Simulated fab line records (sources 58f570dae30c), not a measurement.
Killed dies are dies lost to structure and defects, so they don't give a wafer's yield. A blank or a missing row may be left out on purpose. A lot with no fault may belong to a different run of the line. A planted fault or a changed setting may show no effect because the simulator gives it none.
Which tool did it? + flow berkeleyCmos170 + Sampling: 7 lots, 21 wafers, 3 of 331 route steps

## WHAT EACH GAUGE READ, for each wafer
UCB170_V2_THK_MEAS_01.
| lot  | measured     | on           | V2_TEOS_THK (nm) |
|------|--------------|--------------|------------------|
| L759 | day 8 19:00  | filmMetro-01 | 1969 1984 2000   |
| L761 | day 9 13:16  | filmMetro-01 | 2007 2018 2059   |
| L763 | day 9 13:00  | filmMetro-03 | 1987 2004 2012   |
| L766 | day 10 12:15 | filmMetro-04 | 2013 1988 2032   |
| L769 | day 10 16:04 | filmMetro-04 | 1948 1980 2012   |
| L775 | day 12 03:55 | filmMetro-04 | 1955 1987 2058   |
| L777 | day 12 13:18 | filmMetro-04 | 1968 2068 2013   |

## EACH LOT AND THE TOOL THAT RAN IT (in order: tool; ch and the chambers of the sampled wafers; start)
| lot  | UCB170_WELLDRIVE_WET_ETCH_04  | UCB170_M2_ETCH_17                 |
|------|-------------------------------|-----------------------------------|
| L759 | wetBench-04 ch 1, day 4 05:19 | rieDiel-04 ch 1,2,3, day 8 18:24  |
| L761 | wetBench-03 ch 3, day 5 04:07 | rieDiel-04 ch 2,3, day 9 12:39    |
| L763 | wetBench-04 ch 1, day 5 06:54 | rieDiel-03 ch 2,3, day 9 12:23    |
| L766 | wetBench-03 ch 1, day 5 17:43 | rieDiel-03 ch 0,2,3, day 10 11:39 |
| L769 | wetBench-03 ch 0, day 6 13:55 | rieDiel-02 ch 2,3, day 10 15:27   |
| L775 | wetBench-01 ch 3, day 7 10:47 | rieDiel-03 ch 0,3, day 12 03:19   |
| L777 | wetBench-04 ch 1, day 8 04:05 | rieDiel-04 ch 0,2,3, day 12 12:41 |
- UCB170_WELLDRIVE_WET_ETCH_04: etches SiO2 in BOE, time 120 s.
- UCB170_M2_ETCH_17: etches BARC in N2/H2.

## THE ANSWER, worked out from the rows above alone
Rule: the lots themselves supply what counts as usual. The widest of any qualifying gaps counts: lots, ordered by their means at a reading, are off when they make up no more than a third of the lots, leave a main group of 4 or more, and stand apart from it by 3 or more times the standard deviation of that group's means. If all means in a main group match to the digits the tables above print for the reading, that group is not used. A lot without any number at a reading at which 4 lots or more have one is off too. All remaining lots with rows at the step are treated as sound.
No lot is off at any reading shown: from this, nothing can be told.

## WHAT THE SIMULATOR HAD INSERTED
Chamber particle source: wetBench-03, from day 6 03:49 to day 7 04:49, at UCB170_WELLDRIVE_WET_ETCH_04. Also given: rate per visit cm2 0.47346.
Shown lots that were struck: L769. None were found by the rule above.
